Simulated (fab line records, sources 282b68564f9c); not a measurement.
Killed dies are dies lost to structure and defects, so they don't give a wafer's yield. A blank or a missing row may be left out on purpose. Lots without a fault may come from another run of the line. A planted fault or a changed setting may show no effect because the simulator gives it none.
Tool commonality check | flow rit_cmos | 15 lots, 45 wafers sampled

WHY IT WAS OPENED
At RIT_NRETRO_TW_MEAS_10 the reading NRETRO_TW is flagged on 3 of 15 lots. Wafers without a fault read 1048, standard deviation 5.
Rule: a lot is flagged when every wafer of it that has a number lies more than 4 standard deviations from that mean, or none has a number. The other lots count as sound.

lot  | measured    | on            | NRETRO_TW, wafer by wafer | flag
L944 | day 2 05:28 | film_metro-03 | 1042 1038 1044            |
L945 | day 2 11:49 | film_metro-02 | 1046 1042 1048            |
L946 | day 2 16:44 | film_metro-03 | 1041 1042 1044            |
L948 | day 3 02:55 | film_metro-03 | 1096 1095 1099            | FLAGGED
L949 | day 3 07:17 | film_metro-03 | 1093 1095 1098            | FLAGGED
L950 | day 3 12:13 | film_metro-04 | 1100 1095 1104            | FLAGGED
L956 | day 4 17:26 | film_metro-04 | 1048 1048 1044            |
L957 | day 4 23:14 | film_metro-02 | 1049 1054 1053            |
L958 | day 5 05:41 | film_metro-04 | 1054 1054 1055            |
L962 | day 6 00:16 | film_metro-04 | 1045 1050 1050            |
L963 | day 6 05:29 | film_metro-02 | 1052 1051 1047            |
L964 | day 6 10:26 | film_metro-04 | 1044 1044 1045            |
L965 | day 6 14:31 | film_metro-04 | 1041 1042 1042            |
L966 | day 6 19:29 | film_metro-02 | 1046 1055 1056            |
L967 | day 7 00:23 | film_metro-02 | 1055 1055 1057            |
The numbers of the flagged lots are 1097 on average: +49 against the usual, or +10 standard deviations.

WHICH TOOL RAN EACH LOT
The record holds 2 process steps before the reading, out of a route of 202 steps. In each cell: the tool, then ch and the chambers that the sampled wafers went through, then the start.
lot  | flag    | RIT_NRETRO_IMPLANT_08          | RIT_NRETRO_STRIP_09
L944 |         | implanter-02 ch 0, day 2 05:10 | plasma_asher-03 ch 0,1, day 2 05:17
L945 |         | implanter-03 ch 0, day 2 11:29 | plasma_asher-01 ch 0,1, day 2 11:38
L946 |         | implanter-03 ch 0, day 2 16:25 | plasma_asher-03 ch 0,1, day 2 16:34
L948 | FLAGGED | implanter-02 ch 0, day 3 02:36 | plasma_asher-01 ch 0,1, day 3 02:43
L949 | FLAGGED | implanter-02 ch 0, day 3 06:58 | plasma_asher-04 ch 0,1, day 3 07:07
L950 | FLAGGED | implanter-02 ch 0, day 3 11:54 | plasma_asher-04 ch 0,1, day 3 12:03
L956 |         | implanter-03 ch 0, day 4 17:08 | plasma_asher-04 ch 0,1, day 4 17:16
L957 |         | implanter-01 ch 0, day 4 22:57 | plasma_asher-04 ch 0,1, day 4 23:05
L958 |         | implanter-03 ch 0, day 5 05:22 | plasma_asher-03 ch 0,1, day 5 05:31
L962 |         | implanter-01 ch 0, day 5 23:56 | plasma_asher-01 ch 0,1, day 6 00:05
L963 |         | implanter-01 ch 0, day 6 05:06 | plasma_asher-03 ch 0,1, day 6 05:15
L964 |         | implanter-01 ch 0, day 6 10:08 | plasma_asher-04 ch 0,1, day 6 10:16
L965 |         | implanter-02 ch 0, day 6 14:12 | plasma_asher-03 ch 0, day 6 14:19
L966 |         | implanter-03 ch 0, day 6 19:10 | plasma_asher-03 ch 0,1, day 6 19:19
L967 |         | implanter-02 ch 0, day 7 00:04 | plasma_asher-04 ch 0,1, day 7 00:11
What these steps do:
- RIT_NRETRO_IMPLANT_08
- RIT_NRETRO_STRIP_09: strips in O2, time 180 s.
- RIT_NRETRO_TW_MEAS_10

FLAGGED OVER TOTAL, TOOL BY TOOL (the gauges that took the reading come last)
step                  | tool            | lots run | flagged | share of the flagged lots | sound lots run after its first flagged lot
RIT_NRETRO_IMPLANT_08 | implanter-01    | 4        | 0       | none                      | -
RIT_NRETRO_IMPLANT_08 | implanter-02    | 6        | 3       | all                       | 2 (L965,L967)
RIT_NRETRO_IMPLANT_08 | implanter-03    | 5        | 0       | none                      | -
RIT_NRETRO_STRIP_09   | plasma_asher-01 | 3        | 1       | some                      | 1 (L962)
RIT_NRETRO_STRIP_09   | plasma_asher-03 | 6        | 0       | none                      | -
RIT_NRETRO_STRIP_09   | plasma_asher-04 | 6        | 2       | some                      | 4 (L956,L957,L964,L967)
RIT_NRETRO_TW_MEAS_10 | film_metro-02   | 5        | 0       | none                      | -
RIT_NRETRO_TW_MEAS_10 | film_metro-03   | 4        | 2       | some                      | 0
RIT_NRETRO_TW_MEAS_10 | film_metro-04   | 6        | 1       | some                      | 5 (L956,L958,L962,L964,L965)

WHAT THE TABLE ALLOWS
1 row of the table ran every flagged lot: implanter-02 at RIT_NRETRO_IMPLANT_08.
- implanter-02 at RIT_NRETRO_IMPLANT_08: 3 of its 6 lots flagged. Sound lots ran on it after the first flagged one (L965, L967), which a lasting fault on the whole tool wouldn't allow. Its own readings lie more than 4 standard deviations out on every wafer of the flagged lots: dose_ions_cm2, faraday_current_uA.
No row of the table ran every flagged lot and no sound lot after the first.

WHAT THE SIMULATOR HAD PUT IN
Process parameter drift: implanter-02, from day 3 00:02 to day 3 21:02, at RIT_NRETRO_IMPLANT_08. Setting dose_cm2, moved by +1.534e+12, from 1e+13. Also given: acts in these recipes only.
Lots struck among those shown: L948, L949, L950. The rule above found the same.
